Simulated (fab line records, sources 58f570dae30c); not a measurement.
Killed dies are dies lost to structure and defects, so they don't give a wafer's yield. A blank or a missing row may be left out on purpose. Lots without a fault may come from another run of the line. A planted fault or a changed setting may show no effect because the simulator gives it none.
Tool commonality check | flow berkeley_cmos170 | 15 lots, 45 wafers sampled

WHY IT WAS OPENED
At UCB170_PSD_OVL_MEAS_07 the reading PSD_OVL is flagged on 3 of 15 lots. Wafers without a fault read -3 nm, standard deviation 5.2.
Rule: a lot is flagged when every wafer of it that has a number lies more than 4 standard deviations from that mean, or none has a number. The other lots count as sound.

lot  | measured     | on         | PSD_OVL (nm), wafer by wafer | flag
L516 | day 6 14:02  | overlay-01 | -2 -10 -8                    |
L517 | day 7 00:42  | overlay-01 | 2 -9 -2                      |
L518 | day 7 05:14  | overlay-02 | -8 4 5                       |
L520 | day 7 15:04  | overlay-01 | -5 -3 -6                     |
L523 | day 8 08:09  | overlay-02 | 0 -8 -3                      |
L525 | day 9 02:58  | overlay-01 | -157 -161 -168               | FLAGGED
L524 | day 9 03:12  | overlay-02 | 1 -6 2                       |
L527 | day 9 08:25  | overlay-01 | -5 -3 1                      |
L528 | day 9 17:27  | overlay-02 | -158 -165 -158               | FLAGGED
L529 | day 10 01:53 | overlay-02 | -161 -161 -165               | FLAGGED
L531 | day 10 18:47 | overlay-01 | 3 6 7                        |
L532 | day 10 19:04 | overlay-02 | 0 2 -4                       |
L534 | day 10 19:11 | overlay-01 | 5 1 5                        |
L533 | day 10 19:13 | overlay-02 | 5 -3 -3                      |
L535 | day 10 19:28 | overlay-01 | -5 -6 -6                     |
The numbers of the flagged lots are -162 nm on average: -159 nm against the usual, or -30 standard deviations.

WHICH TOOL RAN EACH LOT
The record holds 2 process steps before the reading, out of a route of 331 steps. In each cell: the tool, then ch and the chambers that the sampled wafers went through, then the start.
lot  | flag    | UCB170_NLDD_STRIP_10                 | UCB170_PSD_EXPOSE_03
L516 |         | plasma_asher-04 ch 0,1, day 6 09:20  | krf_scanner-02 ch 0, day 6 13:19
L517 |         | plasma_asher-01 ch 0,1, day 6 19:05  | krf_scanner-02 ch 0, day 6 23:52
L518 |         | plasma_asher-04 ch 0,1, day 6 23:27  | krf_scanner-01 ch 0, day 7 04:32
L520 |         | plasma_asher-04 ch 0,1, day 7 09:53  | krf_scanner-02 ch 0, day 7 14:29
L523 |         | plasma_asher-03 ch 0,1, day 7 21:38  | krf_scanner-02 ch 0, day 8 07:38
L525 | FLAGGED | plasma_asher-04 ch 0,1, day 8 18:01  | krf_scanner-01 ch 0, day 9 02:28
L524 |         | plasma_asher-04 ch 0, day 8 18:18    | krf_scanner-02 ch 0, day 9 02:42
L527 |         | plasma_asher-04 ch 0,1, day 9 00:59  | krf_scanner-02 ch 0, day 9 07:39
L528 | FLAGGED | plasma_asher-04 ch 0,1, day 9 10:00  | krf_scanner-01 ch 0, day 9 16:55
L529 | FLAGGED | plasma_asher-03 ch 0,1, day 9 21:05  | krf_scanner-01 ch 0, day 10 01:22
L531 |         | plasma_asher-01 ch 0,1, day 10 11:16 | krf_scanner-02 ch 0, day 10 17:47
L532 |         | plasma_asher-01 ch 0,1, day 10 11:51 | krf_scanner-02 ch 0, day 10 17:58
L534 |         | plasma_asher-04 ch 0,1, day 10 11:43 | krf_scanner-02 ch 0, day 10 18:02
L533 |         | plasma_asher-04 ch 0,1, day 10 12:16 | krf_scanner-02 ch 0, day 10 18:09
L535 |         | plasma_asher-03 ch 0,1, day 10 12:32 | krf_scanner-02 ch 0, day 10 18:20
What these steps do:
- UCB170_NLDD_STRIP_10: strips in O2.
- UCB170_PSD_EXPOSE_03: exposes mask PSELECT MOD, target cd 1200 nm.
- UCB170_PSD_OVL_MEAS_07

FLAGGED OVER TOTAL, TOOL BY TOOL (the gauges that took the reading come last)
step                   | tool            | lots run | flagged | share of the flagged lots | sound lots run after its first flagged lot
UCB170_NLDD_STRIP_10   | plasma_asher-01 | 3        | 0       | none                      | -
UCB170_NLDD_STRIP_10   | plasma_asher-03 | 3        | 1       | some                      | 1 (L535)
UCB170_NLDD_STRIP_10   | plasma_asher-04 | 9        | 2       | some                      | 4 (L524,L527,L534,L533)
UCB170_PSD_EXPOSE_03   | krf_scanner-01  | 4        | 3       | all                       | 0
UCB170_PSD_EXPOSE_03   | krf_scanner-02  | 11       | 0       | none                      | -
UCB170_PSD_OVL_MEAS_07 | overlay-01      | 8        | 1       | some                      | 4 (L527,L531,L534,L535)
UCB170_PSD_OVL_MEAS_07 | overlay-02      | 7        | 2       | some                      | 2 (L532,L533)

WHAT THE TABLE ALLOWS
1 row of the table ran every flagged lot: krf_scanner-01 at UCB170_PSD_EXPOSE_03.
- krf_scanner-01 at UCB170_PSD_EXPOSE_03: 3 of its 4 lots flagged. Its last sound lot is L518 (day 7 04:32), its first flagged lot L525 (day 9 02:28): a fault that began between those two fits.
One tool is left: krf_scanner-01 at UCB170_PSD_EXPOSE_03.

WHAT THE SIMULATOR HAD PUT IN
Scanner matching overlay: krf_scanner-01, from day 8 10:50 on, at UCB170_PSD_EXPOSE_03. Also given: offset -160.
Lots struck among those shown: L525, L528, L529. The rule above found the same.
